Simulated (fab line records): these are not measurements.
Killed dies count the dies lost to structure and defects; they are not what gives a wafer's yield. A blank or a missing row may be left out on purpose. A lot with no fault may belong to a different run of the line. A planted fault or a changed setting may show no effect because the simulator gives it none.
Which tool was responsible? -- flow rit cmos -- 14 lots, 42 wafers sampled, at 6 steps of a route of 202

== WHAT THE GAUGES SHOWED, per wafer ==
RIT_PWELL_TW_MEAS_10. Usual: PWELL_TW gives 950 (standard deviation 7).
lot,measured,on,PWELL_TW,flag
L422,day 2 00:42,film metro-02,945 938 944,
L423,day 2 05:24,film metro-03,947 941 944,
L424,day 2 09:18,film metro-02,942 942 941,
L425,day 2 13:28,film metro-01,959 960 957,
L427,day 3 05:41,film metro-03,955 945 946,
L428,day 3 12:30,film metro-03,949 950 955,
L429,day 3 18:56,film metro-02,942 940 944,
L434,day 4 14:03,film metro-02,939 942 941,
L435,day 4 17:12,film metro-02,946 945 945,
L437,day 5 03:58,film metro-02,979 979 979 979 980 985,OFF
L439,day 5 14:47,film metro-02,979 978 982 983 971 981,OFF
L440,day 5 17:57,film metro-02,947 950 950,
L443,day 6 09:26,film metro-03,951 949 955,
L444,day 6 14:16,film metro-01,958 958 960,

RIT_WELLDRIVE_RS_MEAS_02: measurement is done with a four-point probe. Usual: PWELL_RS gives 430.1 ohm/sq (standard deviation 1.1).
lot,measured,on,PWELL_RS (ohm/sq),flag
L422,day 2 05:58,film metro-01,430.6 430.6 429.4,
L423,day 2 11:02,film metro-01,429.3 430.0 430.6,
L424,day 2 14:34,film metro-03,431.0 429.1 429.9,
L425,day 2 18:50,film metro-02,431.1 429.3 431.6,
L427,day 3 13:34,film metro-02,430.1 428.5 428.7,
L428,day 3 19:59,film metro-01,429.6 428.6 429.4,
L429,day 4 00:32,film metro-03,430.4 431.4 429.5,
L434,day 4 20:34,film metro-02,430.9 429.3 430.8,
L435,day 4 23:10,film metro-02,429.1 428.6 428.8,
L437,day 5 11:46,film metro-01,403.4 405.2 403.9 404.8 404.5 404.2,OFF
L439,day 6 00:07,film metro-03,404.6 405.3 404.9 404.5 404.5 404.9,OFF
L440,day 5 23:13,film metro-03,430.8 429.3 430.4,
L443,day 6 14:49,film metro-02,430.3 430.4 429.5,
L444,day 6 19:33,film metro-02,429.1 429.9 428.5,

RIT_M1_RS_MEAS_01: measurement is done with a four-point probe. Usual: M1_AL_RS gives 0.0740 ohm/sq (standard deviation 0.00093).
lot,measured,on,M1_AL_RS (ohm/sq),flag
L422,day 3 13:20,film metro-01,0.0754 0.0744 0.0751,
L423,day 3 14:16,film metro-04,0.0724 0.0720 0.0722,
L424,day 4 02:49,film metro-04,0.0750 0.0738 0.0758,
L425,day 4 04:41,film metro-03,0.0727 0.0746 0.0725,
L427,day 4 19:03,film metro-01,0.0729 0.0727 0.0741,
L428,day 5 02:08,film metro-01,0.0744 0.0758 0.0756,
L429,day 5 04:38,film metro-01,0.0730 0.0729 0.0730,
L434,day 5 22:22,film metro-04,0.0735 0.0739 0.0744,
L435,day 6 04:27,film metro-04,0.0751 0.0755 0.0748,
L437,day 7 01:29,film metro-03,0.0734 0.0751 0.0742,
L439,day 7 09:42,film metro-03,0.0744 0.0737 0.0751,
L440,day 7 00:16,film metro-04,0.0734 0.0746 0.0734,
L443,day 7 18:19,film metro-03,0.0754 0.0758 0.0752,
L444,day 8 04:57,film metro-01,0.0725 0.0735 0.0724,

RIT_M1_BOW_MEAS_16. Usual: M1_BOW gives 17 um (standard deviation 7.1).
lot,measured,on,M1_BOW (um),flag
L422,day 3 16:59,film metro-01,21 11 20,
L423,day 3 18:28,film metro-03,17 25 15,
L424,day 4 06:35,film metro-04,12 25 33,
L425,day 4 08:35,film metro-01,17 19 18,
L427,day 4 22:50,film metro-01,17 10 10,
L428,day 5 06:03,film metro-03,21 15 12,
L429,day 5 09:25,film metro-04,13 29 14,
L434,day 6 02:14,film metro-03,16 13 14,
L435,day 6 08:10,film metro-04,10 20 10,
L437,day 7 05:07,film metro-03,8 13 16,
L439,day 7 13:18,film metro-03,7 25 19,
L440,day 7 03:52,film metro-03,11 26 17,
L443,day 7 22:01,film metro-01,15 19 18,
L444,day 8 08:33,film metro-04,14 9 11,

== WHICH TOOL RAN EACH LOT (tool, then ch and the chambers of the sampled wafers, then the start) ==
lot,RIT_PWELL_IMPLANT_08,RIT_CONTACT_STRIP_12
L422,"implanter-04 ch 0, day 2 00:23","plasma asher-03 ch 0,1, day 3 12:21"
L423,"implanter-03 ch 0, day 2 05:04","plasma asher-02 ch 0, day 3 13:17"
L424,"implanter-01 ch 0, day 2 08:58","plasma asher-04 ch 0,1, day 4 01:53"
L425,"implanter-01 ch 0, day 2 13:09","plasma asher-02 ch 0,1, day 4 03:44"
L427,"implanter-04 ch 0, day 3 05:22","plasma asher-04 ch 0,1, day 4 18:07"
L428,"implanter-03 ch 0, day 3 12:11","plasma asher-03 ch 0,1, day 5 01:10"
L429,"implanter-01 ch 0, day 3 18:37","plasma asher-03 ch 0,1, day 5 03:41"
L434,"implanter-04 ch 0, day 4 13:44","plasma asher-02 ch 0, day 5 21:07"
L435,"implanter-03 ch 0, day 4 16:53","plasma asher-04 ch 0,1, day 6 03:17"
L437,"implanter-04 ch 0, day 5 03:39","plasma asher-03 ch 0,1, day 7 00:32"
L439,"implanter-04 ch 0, day 5 14:28","plasma asher-03 ch 0,1, day 7 08:44"
L440,"implanter-03 ch 0, day 5 17:38","plasma asher-03 ch 0,1, day 6 23:19"
L443,"implanter-01 ch 0, day 6 09:06","plasma asher-03 ch 1, day 7 17:23"
L444,"implanter-03 ch 0, day 6 13:59","plasma asher-03 ch 0,1, day 8 03:49"
- RIT_PWELL_IMPLANT_08
- RIT_CONTACT_STRIP_12: strips in O2, time 180 s.

== WHAT THE TOOLS THEMSELVES READ (means of the sampled wafers that have a number; where no wafer has one, the mark that the record gives instead) ==
RIT_PWELL_IMPLANT_08. Usual: dose ions cm2 7.001e+13, standard deviation 6.7e+10; faraday current uA 222, standard deviation 4.4.
lot,tool,dose ions cm2,faraday current uA,flag
L422,implanter-04,7.008e+13,227,
L423,implanter-03,7.011e+13,224,
L424,implanter-01,7.007e+13,219,
L425,implanter-01,6.999e+13,219,
L427,implanter-04,6.999e+13,221,
L428,implanter-03,7.003e+13,223,
L429,implanter-01,7.001e+13,223,
L434,implanter-04,6.997e+13,220,
L435,implanter-03,6.992e+13,218,
L437,implanter-04,7.701e+13,244,OFF
L439,implanter-04,7.694e+13,243,OFF
L440,implanter-03,7.001e+13,223,
L443,implanter-01,7.002e+13,222,
L444,implanter-03,6.995e+13,221,

RIT_CONTACT_STRIP_12. Usual: chamber pressure mTorr 4000 mTorr, standard deviation 3.8; drypump motor current A 5.8 A, standard deviation 0.35.
lot,tool,chamber pressure mTorr (mTorr),drypump motor current A (A),flag
L422,plasma asher-03,4003,5.5,
L423,plasma asher-02,4001,5.7,
L424,plasma asher-04,4001,5.9,
L425,plasma asher-02,3997,6.2,
L427,plasma asher-04,4000,5.9,
L428,plasma asher-03,3996,5.5,
L429,plasma asher-03,3999,5.5,
L434,plasma asher-02,4002,5.7,
L435,plasma asher-04,4001,5.9,
L437,plasma asher-03,3999,5.5,
L439,plasma asher-03,3999,5.5,
L440,plasma asher-03,4004,5.5,
L443,plasma asher-03,3999,5.5,
L444,plasma asher-03,3996,5.5,

== THE ANSWER, worked out from the rows above alone ==
Rule: lot off if the mean of its wafers having a number is beyond 3 standard deviations from the usual mean. A lot without any number at a reading at which 4 lots or more have one is off too. All remaining lots with rows at the step are treated as sound. The gauges are gone through in route order, then the tools' own readings, and for those a lot's mean is taken as printed above. At the first step where some lot is off, the reading lying furthest off is the one used; lots without a number count as furthest.
Off: at RIT_PWELL_TW_MEAS_10 (PWELL_TW), L437, L439.
If a tool, at a process step before that reading, ran all the lots that are off and no sound lot after the first of them, it fits. Not tried: the gauges at RIT_PWELL_TW_MEAS_10; whatever is off there is also off at RIT_WELLDRIVE_RS_MEAS_02, on other tools, and gauge error can't account for it. One fits: implanter-04 at RIT_PWELL_IMPLANT_08. Its last sound lot is L434 (day 4 13:44), its first lot that is off L437 (day 5 03:39): a fault that began between those two fits.
The tool's own readings at RIT_PWELL_IMPLANT_08 bear it out: on the lots that are off they differ by more than 5 times the standard deviation of the sound lots' means. dose ions cm2 reads 7.698e+13 there against 7.001e+13 on the sound lots; faraday current uA reads 244 there against 222 on the sound lots.

== WHAT THE SIMULATOR HAD PUT IN ==
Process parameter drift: implanter-04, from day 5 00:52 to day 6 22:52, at RIT_PWELL_IMPLANT_08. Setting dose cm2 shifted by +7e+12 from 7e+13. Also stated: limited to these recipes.
Shown lots that were struck: L437, L439. This agrees with what the rule above found.
